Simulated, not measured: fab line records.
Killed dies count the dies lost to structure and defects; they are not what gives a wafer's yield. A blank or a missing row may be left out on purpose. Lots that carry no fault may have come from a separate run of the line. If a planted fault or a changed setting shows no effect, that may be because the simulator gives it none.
Lot-split experiment -- flow berkeleyCmos170 -- 5 lots, 23 wafers read, on a route of 331 steps

== ABOUT THE SPLIT ==
At UCB170_NLDD_IMPLANT_09, the setting doseCm2 was moved away from the recipe's 5e+13 on 10 of the 23 wafers read, by +3.8% to +7.1%. For the rest of the wafers, this setting stayed at what the recipe calls for.

== FROM THE SPLIT TO THE READING: what the file shows between them, 15 steps ==
- UCB170_PSD_IMPLANT_08 (also split here: doseCm2)
- UCB170_PSD_STRIP_09: strips in O2
- UCB170_NSD_EXPOSE_03: exposes mask NSELECT MOD, target cd 1200 nm (also split here: doseMj)
- UCB170_NSD_PEB_04
- UCB170_NSD_DEVELOP_05: develop time 45 s
- UCB170_NSD_CD_MEAS_06: target cd 1200 nm
- UCB170_NSD_IMPLANT_08 (also split here: energyKev)
- UCB170_NSD_STRIP_09: strips in O2 (also split here: powerW)
- UCB170_NSD_TW_MEAS_10
- UCB170_NSD_CLEAN_11: cleans in SPM, time 600 s
- UCB170_BACKSIDE_HMDS_00: prime time 60 s
- UCB170_SDANNEAL_RTA_00: time 10 s
- UCB170_SDANNEAL_RTA_01: time 5 s
- UCB170_SDANNEAL_RS_MEAS_02: measures by four-point-probe
- UCB170_SDANNEAL_RS_MEAS_03: measures by four-point-probe

== THE READING ==
Measured at UCB170_SDANNEAL_RS_MEAS_05 by four-point probe: NLDD_RS, in ohm/sq. On this fab line, fault-free wafers typically give 617.1 ohm/sq with a standard deviation of 1.6 ohm/sq.

wafer,"tool, chamber at the split",doseCm2 as run,against the recipe,"NLDD_RS, ohm/sq",against lot-mates on the recipe
L074.3,"implanter-03, 0",5e+13,recipe,617.6,-
L074.4,"implanter-03, 0",5e+13,recipe,617.1,-
L074.6,"implanter-03, 0",5e+13,recipe,618.0,-
L076.1,"implanter-04, 0",5e+13,recipe,621.6,-
L076.2,"implanter-04, 0",5.188e+13,+3.8%,613.7,-7.8
L076.4,"implanter-04, 0",5e+13,recipe,621.4,-
L076.5,"implanter-04, 0",5.188e+13,+3.8%,612.9,-8.6
L076.6,"implanter-04, 0",5.188e+13,+3.8%,612.4,-9.1
L080.1,"implanter-04, 0",5e+13,recipe,616.9,-
L080.2,"implanter-04, 0",5.356e+13,+7.1%,601.6,-15.1
L080.4,"implanter-04, 0",5e+13,recipe,617.3,-
L080.5,"implanter-04, 0",5e+13,recipe,615.8,-
L080.6,"implanter-04, 0",5.356e+13,+7.1%,602.5,-14.2
L082.1,"implanter-02, 0",5e+13,recipe,614.9,-
L082.3,"implanter-02, 0",5e+13,recipe,616.0,-
L082.4,"implanter-02, 0",5e+13,recipe,614.6,-
L082.5,"implanter-02, 0",5.286e+13,+5.7%,604.7,-10.5
L082.6,"implanter-02, 0",5.286e+13,+5.7%,605.2,-10.0
L081.2,"implanter-03, 0",5e+13,recipe,617.1,-
L081.3,"implanter-03, 0",5e+13,recipe,618.9,-
L081.4,"implanter-03, 0",5.357e+13,+7.1%,602.6,-15.4
L081.5,"implanter-03, 0",5.357e+13,+7.1%,602.6,-15.4
L081.6,"implanter-03, 0",5.357e+13,+7.1%,602.8,-15.2

THE FIT
A straight line over all 23 wafers: NLDD_RS changes by -2.07 ohm/sq for each +1% of doseCm2; r = -0.95; the points scatter about the line by 2.1 ohm/sq.
The same after taking each lot's own level away (the mean of its wafers on the recipe; 23 wafers): -2.06 ohm/sq for each +1%; r = -0.99; scatter 0.8 ohm/sq.
That fit puts the effect of the largest move of doseCm2 on the reading at 15 ohm/sq.
The lots' own levels span 615.17 to 621.50 ohm/sq, that is 4.0 times the standard deviation above.
Consequently the slope shifts little with the lot-to-lot level, the two slopes agreeing.
Check: with one of the wafers moved furthest among these (+7.1%) left out of the fit, the line predicts -14.7 ohm/sq for it against its lot-mates. It came out at -15.4 ohm/sq against them.

== THESE WAFERS: OTHER SPLITS ==
These wafers also went through other splits before the reading. Each is held against what the fit with the lots' levels taken away leaves over:
other split on the same wafers,wafers away from the commonest value,r with NLDD_RS (lot level and that fit taken away)
UCB170_START_OXIDATION_02 tempC,10,+0.05
UCB170_NWELL_OXIDATION_01 oxTimeS,18,-0.33
UCB170_PWELL_CVD_05 sih2cl2FlowSccm,15,-0.37
UCB170_PSD_IMPLANT_08 doseCm2,4,+0.37
UCB170_NSD_EXPOSE_03 doseMj,10,+0.39
UCB170_NSD_IMPLANT_08 energyKev,8,+0.28
UCB170_NSD_STRIP_09 powerW,6,-0.14

== FILE'S OWN FIT ==
NLDD_RS changes by -2.05 ohm/sq for each +1% of doseCm2, r = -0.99.
